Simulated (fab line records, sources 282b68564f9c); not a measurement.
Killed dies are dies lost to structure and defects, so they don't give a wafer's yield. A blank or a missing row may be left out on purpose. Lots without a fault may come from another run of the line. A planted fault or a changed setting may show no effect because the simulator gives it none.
fab line records | flow rit_cmos
record lots=6 wafers=18 last_day=7
route steps=202 shown FOX2@23 NWELL@28 M1@202
lots that met no fault: from a run of the same line without faults
start_h: hours from the record's first day to the start of the lot's first wafer shown | wait_h: hours since the lot's step before | " the same as in the row above | L1.1+2: a row that stands for several wafers | - no value, or no start given | * or withheld: withheld | < > ~ a bound
route shown NAME@n: a module of which the file shows steps, and the number in the route of the first | usual: mean/standard deviation of fault-free wafers | same: alike in all rows | chamber/n: place in a boat | sites: the reading at each site | _std_site: their standard deviation | _edge_site: outer sites' mean less inner sites' | radius_mm: how far each site lies from the wafer's centre | mask NAME#n: copy n | behind: the tool/chamber that last shaped the wafer | hold: why the lot was held/for how many hours/how that ended | device: the transistor (n, p or np) that didn't switch | end of line: the same wafers' tests at the end of the route | a step without rows: its recipe alone | killed: dies lost to structure and defects at the first sort, not the wafer's yield | map: a wafer's dies, x killed, . not, _ none there
set.NAME: the setting as run; set.NAME@STEP: as run at that earlier step | model.NAME: the simulator's own value behind a step, which no gauge read
lots at some steps of the route; a table a step, a row a wafer
## steps
# step RIT_FOX2_OXIDATION_00
# recipe temp_c=1100 ambient=H2O target_thk_a=3507 p_h2o_torr=720 ox_time_s=1130
# step RIT_FOX2_THK_MEAS_01
# recipe reads=SiO2_of_FOX2_OXIDATION_00
# usual FOX2_OXIDE_THK=351/6.2
# columns lot.wafer tool chamber start_h wait_h FOX2_OXIDE_THK[nm]
L151.1 film_metro-02 - 29.06 0.0 353
L151.3 " - " " 354
L151.4 " - " " 345
L152.2 film_metro-02 - 33.49 0.0 352
L152.3 " - " " 351
L152.6 " - " " 349
L158.1 film_metro-01 - 68.37 0.0 346
L158.4 " - " " 352
L158.5 " - " " 350
L159.2 film_metro-01 - 69.69 0.0 346
L159.5 " - " " 347
L159.6 " - " " 352
L164.1 film_metro-01 - 95.85 0.0 364
L164.5 " - " " 364
L164.6 " - " " 370
L172.1 film_metro-03 - 135.68 0.0 352
L172.2 " - " " 347
L172.4 " - " " 351
# step RIT_FOX2_CLEAN_02
# recipe chemistry=dHF dilution=50:1 time_s=180
# step RIT_FOX2_WET_ETCH_03
# recipe chemistry=H3PO4 target=Si3N4 target_depth_nm=195 temp_c=165 time_s=2700
# step RIT_FOX2_THK_MEAS_90
# recipe reads=SiO2_of_FOX2_OXIDATION_00
# usual FIELD_OXIDE_LEFT_1_THK=324/6.2
# columns lot.wafer tool chamber start_h wait_h FIELD_OXIDE_LEFT_1_THK[nm]
L151.1 film_metro-03 - 29.94 0.0 325
L151.3 " - " " 326
L151.4 " - " " 318
L152.2 film_metro-03 - 34.44 0.0 325
L152.3 " - " " 324
L152.6 " - " " 321
L158.1 film_metro-01 - 69.24 0.0 318
L158.4 " - " " 324
L158.5 " - " " 322
L159.2 film_metro-03 - 70.57 0.0 318
L159.5 " - " " 319
L159.6 " - " " 324
L164.1 film_metro-01 - 96.79 0.0 337
L164.5 " - " " 337
L164.6 " - " " 343
L172.1 film_metro-02 - 136.56 0.0 325
L172.2 " - " " 320
L172.4 " - " " 324
# step RIT_NWELL_HMDS_00
# recipe prime_time_s=60 prime_temp_c=140
# step RIT_NWELL_COAT_01
# recipe resist=NOVOLAK spin_rpm=2000 resist_thk_nm=1300
# step RIT_NWELL_SOFTBAKE_02
# recipe resist=NOVOLAK temp_c=90 time_s=60
# step RIT_NWELL_EXPOSE_03
# recipe mask_id=M2 na=0.57 target_cd_nm=43900 dose_mj=250
# step RIT_NWELL_PEB_04
# recipe resist=NOVOLAK temp_c=withheld time_s=withheld
# step RIT_NWELL_DEVELOP_05
# recipe resist=NOVOLAK develop_time_s=68 dev_temp_c=23
# step RIT_NWELL_OVL_MEAS_06
# usual NWELL_OVL=0.6/1.1
# columns lot.wafer tool chamber start_h wait_h NWELL_OVL[nm]
L151.1 overlay-01 - 30.88 - 0.3
L151.3 " - " " 0.2
L151.4 " - " " -1.1
L152.2 overlay-01 - 35.50 - -0.8
L152.3 " - " " 2.1
L152.6 " - " " 1.9
L158.1 overlay-01 - 70.44 - 0.8
L158.4 " - " " 1.3
L158.5 " - " " 0.0
L159.2 overlay-01 - 71.69 - 2.5
L159.5 " - " " 1.8
L159.6 " - " " 3.7
L164.1 overlay-01 - 97.73 - 1.8
L164.5 " - " " 0.9
L164.6 " - " " 1.3
L172.1 overlay-02 - 137.62 - 0.8
L172.2 " - " " 1.2
L172.4 " - " " 0.3
# step RIT_NWELL_HARDBAKE_07
# recipe resist=NOVOLAK temp_c=140 time_s=120
# usual heater_power_total_W=52.03/0.064 plate_temp_C=140.03/0.17 resist_line_temp_C=23.00/0.11
# columns lot.wafer tool chamber start_h wait_h heater_power_total_W plate_temp_C resist_line_temp_C
L151.1 litho_track-01 0 30.92 0.0 51.94 139.89 23.11
L151.3 " 0 " " 52.09 139.95 22.96
L151.4 " 0 " " 51.99 140.05 22.92
L152.2 litho_track-02 0 35.57 0.1 52.06 140.28 23.18
L152.3 " 0 " " 52.00 140.08 23.05
L152.6 " 0 " " 51.97 140.07 23.25
L158.1 litho_track-02 0 70.48 0.0 52.71 141.15 23.03
L158.4 " 0 " " 52.55 141.08 22.83
L158.5 " 0 " " 52.55 141.05 22.92
L159.2 litho_track-02 0 71.76 0.1 52.66 141.59 23.07
L159.5 " 0 " " 52.59 141.21 22.98
L159.6 " 0 " " 52.63 141.51 22.94
L164.1 litho_track-01 0 97.94 0.2 52.03 140.04 23.10
L164.5 " 0 " " 52.17 140.05 23.07
L164.6 " 0 " " 51.95 140.15 23.17
L172.1 litho_track-01 0 137.66 0.0 51.99 140.11 22.88
L172.2 " 0 " " 51.96 140.02 23.17
L172.4 " 0 " " 51.91 140.06 23.09
# step RIT_NWELL_IMPLANT_08
# recipe species=P energy_kev=170 dose_cm2=5e+13 tilt_deg=7
# step RIT_M1_PROBE_99
# usual killed_at_contacts=0.0/0.22 killed_at_front_end=7/3.1 killed_dies=7/3.1 killed_on_rim=1.6/1.3 killed_open=3.5/2.2 killed_short=3.3/1.9
# same gross_dies=264 killed_at_M0_to_M3=0 killed_at_M4_up=0 killed_at_back_side=0 killed_at_other=0
# columns lot.wafer tool chamber start_h wait_h killed_at_contacts killed_at_front_end killed_dies killed_on_rim killed_open killed_short
L151.1 prober-02 - 72.44 0.1 0 8 8 2 6 2
L151.3 prober-02 - 72.54 0.2 0 6 6 1 1 5
L151.4 prober-02 - 72.59 0.2 1 3 4 1 1 3
L152.2 prober-01 - 73.07 0.1 0 8 8 1 4 4
L152.3 prober-01 - 73.12 0.2 0 7 7 2 6 1
L152.6 prober-01 - 73.27 0.2 0 4 4 1 2 2
L158.1 prober-02 - 108.51 0.1 0 10 10 3 4 6
L158.4 prober-02 - 108.66 0.2 0 6 6 2 4 2
L158.5 prober-02 - 108.71 0.2 0 5 5 4 5 0
L159.2 prober-01 - 108.56 0.1 0 5 5 0 1 4
L159.5 prober-01 - 108.71 0.2 0 6 6 1 2 4
L159.6 prober-01 - 108.76 0.2 1 6 7 4 3 4
L164.1 prober-02 - 135.13 0.1 0 4 4 1 3 1
L164.5 prober-02 - 135.33 0.2 0 8 8 2 2 6
L164.6 prober-02 - 135.38 0.2 1 3 4 2 0 4
L172.1 prober-01 - 173.55 0.1 0 6 6 1 5 1
L172.2 prober-01 - 173.60 0.1 0 4 4 1 1 3
L172.4 prober-01 - 173.70 0.2 0 10 10 2 4 6
# killed by level:class
L151.1 FOX1:geometric_particle:open=3 GATE:geometric_particle:open=1 GATE:geometric_particle:short=1 REOX:geometric_particle:open=1 REOX:geometric_particle:short=1 SILICIDE:geometric_particle:open=1
L151.3 GATE:geometric_particle:short=2 REOX:geometric_particle:short=2 ACTIVE:geometric_particle:open=1 FOX1:geometric_particle:short=1
L151.4 GATE:geometric_particle:short=2 FOX1:geometric_particle:short=1 CONTACT:geometric_particle:open=1
L152.2 GATE:geometric_particle:short=2 FOX1:geometric_particle:open=1 FOX1:geometric_particle:short=1 GATE:geometric_particle:open=1 REOX:geometric_particle:open=1 REOX:geometric_particle:short=1 SPACER:geometric_particle:open=1
L152.3 GATE:geometric_particle:open=2 REOX:geometric_particle:open=2 FOX1:geometric_particle:open=1 FOX2:geometric_particle:open=1 GATE:geometric_particle:short=1
L152.6 ACTIVE:geometric_particle:open=1 FOX2:geometric_particle:open=1 GATE:geometric_particle:short=1 REOX:geometric_particle:short=1
L158.1 SPACER:geometric_particle:short=5 SPACER:geometric_particle:open=2 FOX2:geometric_particle:open=1 GATE:geometric_particle:short=1 GATE:geometric_particle:open=1
L159.2 GATE:geometric_particle:short=2 SPACER:geometric_particle:short=2 FOX2:geometric_particle:open=1
L158.4 GATE:geometric_particle:open=3 SPACER:geometric_particle:short=2 FOX1:geometric_particle:open=1
L158.5 GATE:geometric_particle:open=3 REOX:geometric_particle:open=1 SPACER:geometric_particle:open=1
L159.5 GATE:geometric_particle:short=3 FOX2:geometric_particle:open=1 SILICIDE:geometric_particle:short=1 SILICIDE:geometric_particle:open=1
L159.6 REOX:geometric_particle:open=2 REOX:geometric_particle:short=2 GATE:geometric_particle:short=1 GATE:geometric_particle:open=1 CONTACT:geometric_particle:short=1
L164.1 FOX1:geometric_particle:open=1 GATE:geometric_particle:open=1 GATE:geometric_particle:short=1 SILICIDE:geometric_particle:open=1
L164.5 GATE:geometric_particle:short=4 FOX1:geometric_particle:short=1 FOX1:geometric_particle:open=1 SPACER:geometric_particle:open=1 SILICIDE:geometric_particle:short=1
L164.6 GATE:geometric_particle:short=1 SPACER:geometric_particle:short=1 SILICIDE:geometric_particle:short=1 CONTACT:geometric_particle:short=1
L172.1 REOX:geometric_particle:open=2 FOX1:geometric_particle:open=1 SPACER:geometric_particle:open=1 SILICIDE:geometric_particle:short=1 SILICIDE:geometric_particle:open=1
L172.2 FOX1:geometric_particle:short=2 FOX2:geometric_particle:short=1 SILICIDE:geometric_particle:open=1
L172.4 SILICIDE:geometric_particle:short=3 FOX1:geometric_particle:open=2 FOX1:geometric_particle:short=2 GATE:geometric_particle:short=1 GATE:geometric_particle:open=1 SILICIDE:geometric_particle:open=1
## key
first_sign step=RIT_NWELL_HARDBAKE_07 reading=heater_power_total_W direction=up sigmas=9.3 usual=52.03 struck=52.62
effect step=RIT_NWELL_HARDBAKE_07 reading=plate_temp_C direction=up sigmas=7.4 usual=* struck=*
met_at RIT_NWELL_HARDBAKE_07
struck_wafers L158.1,L158.4,L158.5,L159.2,L159.5,L159.6
tester_left_out L158,L159
onset_between 35.57 70.48
fault kind=process_parameter_drift tool=litho_track-02 chamber=- onset_h=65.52 steps=RIT_NWELL_HARDBAKE_07 channel=temp_c offset=* shape=step end_h=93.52 acts_in=* stated=*
# tester_left_out: of these lots the tester's yield and bins aren't shown, on N5 and GAA mostly nor the transistor test; their killed dies are dies lost to structure and defects alone, not to doping, threshold or leakage, so they don't give the yield
